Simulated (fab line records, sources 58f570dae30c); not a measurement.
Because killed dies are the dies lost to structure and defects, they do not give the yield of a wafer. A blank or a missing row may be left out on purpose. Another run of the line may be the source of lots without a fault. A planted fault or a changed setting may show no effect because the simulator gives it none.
fab line records || flow berkeley-cmos170
record {"lots": 6, "wafers": 18, "last-day": 13}
route steps=331 shown ACTIVE@60
lots untouched by any fault: they come from a run of this same line in which no faults occurred
start-h: start of the lot's first displayed wafer, in hours after the record's first day || wait-h: how many hours have passed since the lot's step before this one || " as in the row above || L1.1+2: a row that stands for several wafers || - no value, or no start was given || * or withheld: withheld || < > ~ a bound
route shown NAME@n: a module of which the file shows steps, and the number in the route of the first || usual: the fault-free wafers' mean and standard deviation || same: alike in all rows || chamber/n: place in a boat || sites: the reading at each site || _std_site: their standard deviation || _edge_site: the outer-site mean with the inner-site mean subtracted || radius-mm: for every site, how far away it sits from the centre of the wafer || mask NAME#n: copy n || behind: the most recent tool/chamber to have shaped the wafer || hold: reason for holding the lot/hours on hold/outcome of the hold || device: transistor that didn't switch, given as n, p or np || end of line: tests of these same wafers at the route's end || a step without rows: its recipe alone || killed: not the wafer's yield, but the dies lost to structure and defects at the first sort || map: per-die view of a wafer (x killed, . not killed, _ where there is no die)
set.NAME: setting as actually run; set.NAME@STEP: the setting as run at that earlier step || model.NAME: the simulator's own value behind a step, which no gauge read
lots seen at some steps along the route; tables by step, rows by wafer
## steps
# step UCB170_ACTIVE_CLEAN_00
# recipe {"chemistry": "SPM", "temp-c": 120, "time-s": 600}
# step UCB170_ACTIVE_CLEAN_01
# recipe {"chemistry": "dHF", "dilution": "25:1", "time-s": 60}
# step UCB170_ACTIVE_OXIDATION_02
# recipe {"temp-c": 1000, "ambient": "O2", "target-thk-a": 264, "ox-time-s": 1260}
# step UCB170_ACTIVE_THK_MEAS_03
# recipe {"reads": "SiO2_of_ACTIVE_OXIDATION_02"}
# usual {"ACTIVE_OXIDE_THK": "26.4/0.42"}
{"lot.wafer": "L307.2", "tool": "film-metro-02", "chamber": "-", "start-h": 122.90, "wait-h": 0.0, "ACTIVE_OXIDE_THK[nm]": 26.3}
{"lot.wafer": "L307.5", "tool": "film-metro-02", "chamber": "-", "start-h": 122.90, "wait-h": 0.0, "ACTIVE_OXIDE_THK[nm]": 26.7}
{"lot.wafer": "L307.6", "tool": "film-metro-02", "chamber": "-", "start-h": 122.90, "wait-h": 0.0, "ACTIVE_OXIDE_THK[nm]": 26.3}
{"lot.wafer": "L314.1", "tool": "film-metro-01", "chamber": "-", "start-h": 162.27, "wait-h": 0.0, "ACTIVE_OXIDE_THK[nm]": 26.5}
{"lot.wafer": "L314.3", "tool": "film-metro-01", "chamber": "-", "start-h": 162.27, "wait-h": 0.0, "ACTIVE_OXIDE_THK[nm]": 26.6}
{"lot.wafer": "L314.6", "tool": "film-metro-01", "chamber": "-", "start-h": 162.27, "wait-h": 0.0, "ACTIVE_OXIDE_THK[nm]": 26.8}
{"lot.wafer": "L316.1", "tool": "film-metro-02", "chamber": "-", "start-h": 166.71, "wait-h": 0.0, "ACTIVE_OXIDE_THK[nm]": 26.8}
{"lot.wafer": "L316.2", "tool": "film-metro-02", "chamber": "-", "start-h": 166.71, "wait-h": 0.0, "ACTIVE_OXIDE_THK[nm]": 26.5}
{"lot.wafer": "L316.5", "tool": "film-metro-02", "chamber": "-", "start-h": 166.71, "wait-h": 0.0, "ACTIVE_OXIDE_THK[nm]": 26.4}
{"lot.wafer": "L318.2", "tool": "film-metro-01", "chamber": "-", "start-h": 183.48, "wait-h": 0.0, "ACTIVE_OXIDE_THK[nm]": 26.0}
{"lot.wafer": "L318.4", "tool": "film-metro-01", "chamber": "-", "start-h": 183.48, "wait-h": 0.0, "ACTIVE_OXIDE_THK[nm]": 26.7}
{"lot.wafer": "L318.5", "tool": "film-metro-01", "chamber": "-", "start-h": 183.48, "wait-h": 0.0, "ACTIVE_OXIDE_THK[nm]": 26.3}
{"lot.wafer": "L320.1", "tool": "film-metro-03", "chamber": "-", "start-h": 191.83, "wait-h": 0.0, "ACTIVE_OXIDE_THK[nm]": 26.2}
{"lot.wafer": "L320.2", "tool": "film-metro-03", "chamber": "-", "start-h": 191.83, "wait-h": 0.0, "ACTIVE_OXIDE_THK[nm]": 26.4}
{"lot.wafer": "L320.6", "tool": "film-metro-03", "chamber": "-", "start-h": 191.83, "wait-h": 0.0, "ACTIVE_OXIDE_THK[nm]": 26.5}
{"lot.wafer": "L322.1", "tool": "film-metro-02", "chamber": "-", "start-h": 204.95, "wait-h": 0.0, "ACTIVE_OXIDE_THK[nm]": 26.4}
{"lot.wafer": "L322.2", "tool": "film-metro-02", "chamber": "-", "start-h": 204.95, "wait-h": 0.0, "ACTIVE_OXIDE_THK[nm]": 26.1}
{"lot.wafer": "L322.3", "tool": "film-metro-02", "chamber": "-", "start-h": 204.95, "wait-h": 0.0, "ACTIVE_OXIDE_THK[nm]": 26.4}
# step UCB170_ACTIVE_ANNEAL_04
# recipe {"temp-c": 1000, "time-s": 900, "ambient": "N2"}
# step UCB170_ACTIVE_CVD_05
# recipe {"material": "Si3N4", "target-thk-nm": 220, "temp-c": 800, "precursor": "SiH2Cl2/NH3", "time-s": 3300, "pressure-mtorr": 200, "sih2cl2-flow-sccm": 25, "nh3-flow-sccm": 75}
# step UCB170_ACTIVE_THK_MEAS_06
# recipe {"reads": "Si3N4_of_ACTIVE_CVD_05"}
# usual {"ACTIVE_NITRIDE_THK": "219.2/2"}
{"lot.wafer": "L307.2", "tool": "film-metro-02", "chamber": "-", "start-h": 131.64, "wait-h": 0.0, "ACTIVE_NITRIDE_THK[nm]": 221.0}
{"lot.wafer": "L307.5", "tool": "film-metro-02", "chamber": "-", "start-h": 131.64, "wait-h": 0.0, "ACTIVE_NITRIDE_THK[nm]": 222.9}
{"lot.wafer": "L307.6", "tool": "film-metro-02", "chamber": "-", "start-h": 131.64, "wait-h": 0.0, "ACTIVE_NITRIDE_THK[nm]": 220.9}
{"lot.wafer": "L314.1", "tool": "film-metro-02", "chamber": "-", "start-h": 167.35, "wait-h": 0.0, "ACTIVE_NITRIDE_THK[nm]": 221.6}
{"lot.wafer": "L314.3", "tool": "film-metro-02", "chamber": "-", "start-h": 167.35, "wait-h": 0.0, "ACTIVE_NITRIDE_THK[nm]": 225.2}
{"lot.wafer": "L314.6", "tool": "film-metro-02", "chamber": "-", "start-h": 167.35, "wait-h": 0.0, "ACTIVE_NITRIDE_THK[nm]": 223.0}
{"lot.wafer": "L316.1", "tool": "film-metro-01", "chamber": "-", "start-h": 174.85, "wait-h": 0.0, "ACTIVE_NITRIDE_THK[nm]": 215.6}
{"lot.wafer": "L316.2", "tool": "film-metro-01", "chamber": "-", "start-h": 174.85, "wait-h": 0.0, "ACTIVE_NITRIDE_THK[nm]": 217.2}
{"lot.wafer": "L316.5", "tool": "film-metro-01", "chamber": "-", "start-h": 174.85, "wait-h": 0.0, "ACTIVE_NITRIDE_THK[nm]": 218.6}
{"lot.wafer": "L318.2", "tool": "film-metro-01", "chamber": "-", "start-h": 194.36, "wait-h": 0.0, "ACTIVE_NITRIDE_THK[nm]": 220.3}
{"lot.wafer": "L318.4", "tool": "film-metro-01", "chamber": "-", "start-h": 194.36, "wait-h": 0.0, "ACTIVE_NITRIDE_THK[nm]": 219.4}
{"lot.wafer": "L318.5", "tool": "film-metro-01", "chamber": "-", "start-h": 194.36, "wait-h": 0.0, "ACTIVE_NITRIDE_THK[nm]": 218.9}
{"lot.wafer": "L320.1", "tool": "film-metro-01", "chamber": "-", "start-h": 201.67, "wait-h": 0.0, "ACTIVE_NITRIDE_THK[nm]": 217.4}
{"lot.wafer": "L320.2", "tool": "film-metro-01", "chamber": "-", "start-h": 201.67, "wait-h": 0.0, "ACTIVE_NITRIDE_THK[nm]": 217.7}
{"lot.wafer": "L320.6", "tool": "film-metro-01", "chamber": "-", "start-h": 201.67, "wait-h": 0.0, "ACTIVE_NITRIDE_THK[nm]": 217.8}
{"lot.wafer": "L322.1", "tool": "film-metro-01", "chamber": "-", "start-h": 211.97, "wait-h": 0.0, "ACTIVE_NITRIDE_THK[nm]": 220.8}
{"lot.wafer": "L322.2", "tool": "film-metro-01", "chamber": "-", "start-h": 211.97, "wait-h": 0.0, "ACTIVE_NITRIDE_THK[nm]": 219.4}
{"lot.wafer": "L322.3", "tool": "film-metro-01", "chamber": "-", "start-h": 211.97, "wait-h": 0.0, "ACTIVE_NITRIDE_THK[nm]": 219.6}
# step UCB170_ACTIVE_HMDS_07
# recipe {"prime-time-s": 60, "prime-temp-c": 100}
# step UCB170_ACTIVE_COAT_08
# recipe {"resist": "KrF", "spin-rpm": 1500, "resist-thk-nm": 900}
# step UCB170_ACTIVE_SOFTBAKE_09
# recipe {"resist": "KrF", "temp-c": 130, "time-s": 60}
# step UCB170_ACTIVE_EXPOSE_10
# recipe {"mask-id": "ACTIVE", "target-cd-nm": 1200, "na": 0.5, "sigma-outer": 0.6, "source-shape": "conventional", "dose-mj": 20}
# step UCB170_ACTIVE_PEB_11
# recipe {"peb-temp-c": 130, "peb-time-s": "withheld", "resist": "KrF"}
# usual {"plate-sensor-t-centre-C": "131.41/0.011", "plate-sensor-t-edge-C": "131.53/0.011"}
{"lot.wafer": "L307.2", "tool": "litho-track-03", "chamber": 0, "start-h": 132.79, "wait-h": 0.2, "plate-sensor-t-centre-C": 131.41, "plate-sensor-t-edge-C": 131.53}
{"lot.wafer": "L307.5", "tool": "litho-track-03", "chamber": 0, "start-h": 132.79, "wait-h": 0.2, "plate-sensor-t-centre-C": 131.42, "plate-sensor-t-edge-C": 131.53}
{"lot.wafer": "L307.6", "tool": "litho-track-03", "chamber": 0, "start-h": 132.79, "wait-h": 0.2, "plate-sensor-t-centre-C": 131.41, "plate-sensor-t-edge-C": 131.54}
{"lot.wafer": "L314.1", "tool": "litho-track-01", "chamber": 0, "start-h": 167.98, "wait-h": 0.1, "plate-sensor-t-centre-C": 131.4, "plate-sensor-t-edge-C": 131.54}
{"lot.wafer": "L314.3", "tool": "litho-track-01", "chamber": 0, "start-h": 167.98, "wait-h": 0.1, "plate-sensor-t-centre-C": 131.4, "plate-sensor-t-edge-C": 131.53}
{"lot.wafer": "L314.6", "tool": "litho-track-01", "chamber": 0, "start-h": 167.98, "wait-h": 0.1, "plate-sensor-t-centre-C": 131.39, "plate-sensor-t-edge-C": 131.55}
{"lot.wafer": "L316.1", "tool": "litho-track-04", "chamber": 0, "start-h": 176.74, "wait-h": 0.8, "plate-sensor-t-centre-C": 131.4, "plate-sensor-t-edge-C": 131.53}
{"lot.wafer": "L316.2", "tool": "litho-track-04", "chamber": 0, "start-h": 176.74, "wait-h": 0.8, "plate-sensor-t-centre-C": 131.41, "plate-sensor-t-edge-C": 131.52}
{"lot.wafer": "L316.5", "tool": "litho-track-04", "chamber": 0, "start-h": 176.74, "wait-h": 0.8, "plate-sensor-t-centre-C": 131.4, "plate-sensor-t-edge-C": 131.53}
{"lot.wafer": "L318.2", "tool": "litho-track-01", "chamber": 0, "start-h": 195.00, "wait-h": 0.1, "plate-sensor-t-centre-C": 131.41, "plate-sensor-t-edge-C": 131.52}
{"lot.wafer": "L318.4", "tool": "litho-track-01", "chamber": 0, "start-h": 195.00, "wait-h": 0.1, "plate-sensor-t-centre-C": 131.41, "plate-sensor-t-edge-C": 131.52}
{"lot.wafer": "L318.5", "tool": "litho-track-01", "chamber": 0, "start-h": 195.00, "wait-h": 0.1, "plate-sensor-t-centre-C": 131.41, "plate-sensor-t-edge-C": 131.52}
{"lot.wafer": "L320.1", "tool": "litho-track-03", "chamber": 0, "start-h": 202.67, "wait-h": 0.1, "plate-sensor-t-centre-C": 131.41, "plate-sensor-t-edge-C": 131.54}
{"lot.wafer": "L320.2", "tool": "litho-track-03", "chamber": 0, "start-h": 202.67, "wait-h": 0.1, "plate-sensor-t-centre-C": 131.42, "plate-sensor-t-edge-C": 131.53}
{"lot.wafer": "L320.6", "tool": "litho-track-03", "chamber": 0, "start-h": 202.67, "wait-h": 0.1, "plate-sensor-t-centre-C": 131.41, "plate-sensor-t-edge-C": 131.54}
{"lot.wafer": "L322.1", "tool": "litho-track-03", "chamber": 0, "start-h": 212.60, "wait-h": 0.1, "plate-sensor-t-centre-C": 131.43, "plate-sensor-t-edge-C": 131.53}
{"lot.wafer": "L322.2", "tool": "litho-track-03", "chamber": 0, "start-h": 212.60, "wait-h": 0.1, "plate-sensor-t-centre-C": 131.41, "plate-sensor-t-edge-C": 131.54}
{"lot.wafer": "L322.3", "tool": "litho-track-03", "chamber": 0, "start-h": 212.60, "wait-h": 0.1, "plate-sensor-t-centre-C": 131.41, "plate-sensor-t-edge-C": 131.53}
# step UCB170_ACTIVE_DEVELOP_12
# recipe {"developer": "TMAH", "develop-time-s": 45, "resist": "KrF", "dev-temp-c": 21}
# usual {"chill-plate-temp-C": "23.00/0.11", "develop-time-s": "45/0"}
{"lot.wafer": "L307.2", "tool": "litho-track-03", "chamber": 0, "start-h": 132, "wait-h": "-", "chill-plate-temp-C": 22.64, "develop-time-s": 45, "model.KrF_of_ACTIVE_COAT_08.thk-nm": 882.9}
{"lot.wafer": "L307.5", "tool": "litho-track-03", "chamber": 0, "start-h": 133, "wait-h": "-", "chill-plate-temp-C": 22.82, "develop-time-s": 45, "model.KrF_of_ACTIVE_COAT_08.thk-nm": 885.6}
{"lot.wafer": "L307.6", "tool": "litho-track-03", "chamber": 0, "start-h": 133, "wait-h": "-", "chill-plate-temp-C": 22.87, "develop-time-s": 45, "model.KrF_of_ACTIVE_COAT_08.thk-nm": 885.9}
{"lot.wafer": "L314.1", "tool": "litho-track-01", "chamber": "-", "start-h": 168, "wait-h": "-", "chill-plate-temp-C": "-", "develop-time-s": "-", "model.KrF_of_ACTIVE_COAT_08.thk-nm": 901.8}
{"lot.wafer": "L314.3", "tool": "litho-track-01", "chamber": "-", "start-h": 168, "wait-h": "-", "chill-plate-temp-C": "-", "develop-time-s": "-", "model.KrF_of_ACTIVE_COAT_08.thk-nm": 900.3}
{"lot.wafer": "L314.6", "tool": "litho-track-01", "chamber": "-", "start-h": 168, "wait-h": "-", "chill-plate-temp-C": "-", "develop-time-s": "-", "model.KrF_of_ACTIVE_COAT_08.thk-nm": 900}
{"lot.wafer": "L316.1", "tool": "litho-track-04", "chamber": "-", "start-h": 176, "wait-h": "-", "chill-plate-temp-C": "-", "develop-time-s": "-", "model.KrF_of_ACTIVE_COAT_08.thk-nm": 899.1}
{"lot.wafer": "L316.2", "tool": "litho-track-04", "chamber": "-", "start-h": 176, "wait-h": "-", "chill-plate-temp-C": "-", "develop-time-s": "-", "model.KrF_of_ACTIVE_COAT_08.thk-nm": 899.7}
{"lot.wafer": "L316.5", "tool": "litho-track-04", "chamber": "-", "start-h": 176, "wait-h": "-", "chill-plate-temp-C": "-", "develop-time-s": "-", "model.KrF_of_ACTIVE_COAT_08.thk-nm": 900.8}
{"lot.wafer": "L318.2", "tool": "litho-track-01", "chamber": 0, "start-h": 195, "wait-h": "-", "chill-plate-temp-C": 23.04, "develop-time-s": 45, "model.KrF_of_ACTIVE_COAT_08.thk-nm": 887.8}
{"lot.wafer": "L318.4", "tool": "litho-track-01", "chamber": 0, "start-h": 195, "wait-h": "-", "chill-plate-temp-C": 22.96, "develop-time-s": 45, "model.KrF_of_ACTIVE_COAT_08.thk-nm": 883.7}
{"lot.wafer": "L318.5", "tool": "litho-track-01", "chamber": 0, "start-h": 195, "wait-h": "-", "chill-plate-temp-C": 22.97, "develop-time-s": 45, "model.KrF_of_ACTIVE_COAT_08.thk-nm": 885.1}
{"lot.wafer": "L320.1", "tool": "litho-track-03", "chamber": 0, "start-h": 202, "wait-h": "-", "chill-plate-temp-C": 23.04, "develop-time-s": 45, "model.KrF_of_ACTIVE_COAT_08.thk-nm": 887.7}
{"lot.wafer": "L320.2", "tool": "litho-track-03", "chamber": 0, "start-h": 202, "wait-h": "-", "chill-plate-temp-C": 22.93, "develop-time-s": 45, "model.KrF_of_ACTIVE_COAT_08.thk-nm": 888.7}
{"lot.wafer": "L320.6", "tool": "litho-track-03", "chamber": 0, "start-h": 202, "wait-h": "-", "chill-plate-temp-C": 22.85, "develop-time-s": 45, "model.KrF_of_ACTIVE_COAT_08.thk-nm": 887.4}
{"lot.wafer": "L322.1", "tool": "litho-track-03", "chamber": 0, "start-h": 212, "wait-h": "-", "chill-plate-temp-C": 23.09, "develop-time-s": 45, "model.KrF_of_ACTIVE_COAT_08.thk-nm": 885.3}
{"lot.wafer": "L322.2", "tool": "litho-track-03", "chamber": 0, "start-h": 212, "wait-h": "-", "chill-plate-temp-C": 22.97, "develop-time-s": 45, "model.KrF_of_ACTIVE_COAT_08.thk-nm": 887}
{"lot.wafer": "L322.3", "tool": "litho-track-03", "chamber": 0, "start-h": 212, "wait-h": "-", "chill-plate-temp-C": 22.99, "develop-time-s": 45, "model.KrF_of_ACTIVE_COAT_08.thk-nm": 886.1}
# step UCB170_ACTIVE_CD_MEAS_13
# recipe {"target-cd-nm": 1200}
# usual {"cd-nm": "1199.8/1.4"}
{"lot.wafer": "L307.2", "tool": "cd-sem-01", "chamber": "-", "start-h": 133.06, "wait-h": "-", "cd-nm": 1199.3}
{"lot.wafer": "L307.5", "tool": "cd-sem-01", "chamber": "-", "start-h": 133.06, "wait-h": "-", "cd-nm": 1198.8}
{"lot.wafer": "L307.6", "tool": "cd-sem-01", "chamber": "-", "start-h": 133.06, "wait-h": "-", "cd-nm": 1198.9}
{"lot.wafer": "L314.1", "tool": "cd-sem-01", "chamber": "-", "start-h": 168.25, "wait-h": "-", "cd-nm": "-"}
{"lot.wafer": "L314.3", "tool": "cd-sem-01", "chamber": "-", "start-h": 168.25, "wait-h": "-", "cd-nm": "-"}
{"lot.wafer": "L314.6", "tool": "cd-sem-01", "chamber": "-", "start-h": 168.25, "wait-h": "-", "cd-nm": "-"}
{"lot.wafer": "L316.1", "tool": "cd-sem-02", "chamber": "-", "start-h": 177.02, "wait-h": "-", "cd-nm": "-"}
{"lot.wafer": "L316.2", "tool": "cd-sem-02", "chamber": "-", "start-h": 177.02, "wait-h": "-", "cd-nm": "-"}
{"lot.wafer": "L316.5", "tool": "cd-sem-02", "chamber": "-", "start-h": 177.02, "wait-h": "-", "cd-nm": "-"}
{"lot.wafer": "L318.2", "tool": "cd-sem-02", "chamber": "-", "start-h": 195.27, "wait-h": "-", "cd-nm": 1202.9}
{"lot.wafer": "L318.4", "tool": "cd-sem-02", "chamber": "-", "start-h": 195.27, "wait-h": "-", "cd-nm": 1203.2}
{"lot.wafer": "L318.5", "tool": "cd-sem-02", "chamber": "-", "start-h": 195.27, "wait-h": "-", "cd-nm": 1201.9}
{"lot.wafer": "L320.1", "tool": "cd-sem-01", "chamber": "-", "start-h": 202.94, "wait-h": "-", "cd-nm": 1197.6}
{"lot.wafer": "L320.2", "tool": "cd-sem-01", "chamber": "-", "start-h": 202.94, "wait-h": "-", "cd-nm": 1198.0}
{"lot.wafer": "L320.6", "tool": "cd-sem-01", "chamber": "-", "start-h": 202.94, "wait-h": "-", "cd-nm": 1198.0}
{"lot.wafer": "L322.1", "tool": "cd-sem-02", "chamber": "-", "start-h": 212.87, "wait-h": "-", "cd-nm": 1199.7}
{"lot.wafer": "L322.2", "tool": "cd-sem-02", "chamber": "-", "start-h": 212.87, "wait-h": "-", "cd-nm": 1199.3}
{"lot.wafer": "L322.3", "tool": "cd-sem-02", "chamber": "-", "start-h": 212.87, "wait-h": "-", "cd-nm": 1198.3}
## key
first-sign {"step": "UCB170_ACTIVE_DEVELOP_12", "reading": "tool-record", "direction": "missing"}
effect none on later readings
model-effect {"step": "UCB170_ACTIVE_DEVELOP_12", "value": "KrF_of_ACTIVE_COAT_08.thk-nm", "without": 886.1, "struck": 900.3}
met-at UCB170_ACTIVE_DEVELOP_12
struck-wafers L314.1,L314.3,L314.6,L316.1,L316.2,L316.5
later-rows-left-out L314.1,L314.3,L314.6,L316.1,L316.2,L316.5
sort-left-out L314.1,L314.3,L314.6,L316.1,L316.2,L316.5
tester-left-out L314,L316
fault {"kind": "skipped-step-whole", "tool": "litho-track-01,litho-track-04", "chamber": "-", "onset-h": 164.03, "steps": "UCB170_ACTIVE_DEVELOP_12", "scope": "struck-lots-only"}
# tester-left-out: of these lots the tester's yield and bins aren't shown, on N5 and GAA mostly nor the transistor test; their killed dies are dies lost to structure and defects alone, not to doping, threshold or leakage, so they don't give the yield
# sort-left-out: the simulated sort isn't trusted on such a fault, so these wafers' sort isn't shown, and their yield isn't known
# later-rows-left-out: the simulator's readings of these wafers behind a module that went badly wrong aren't trusted and aren't shown, but for the sort
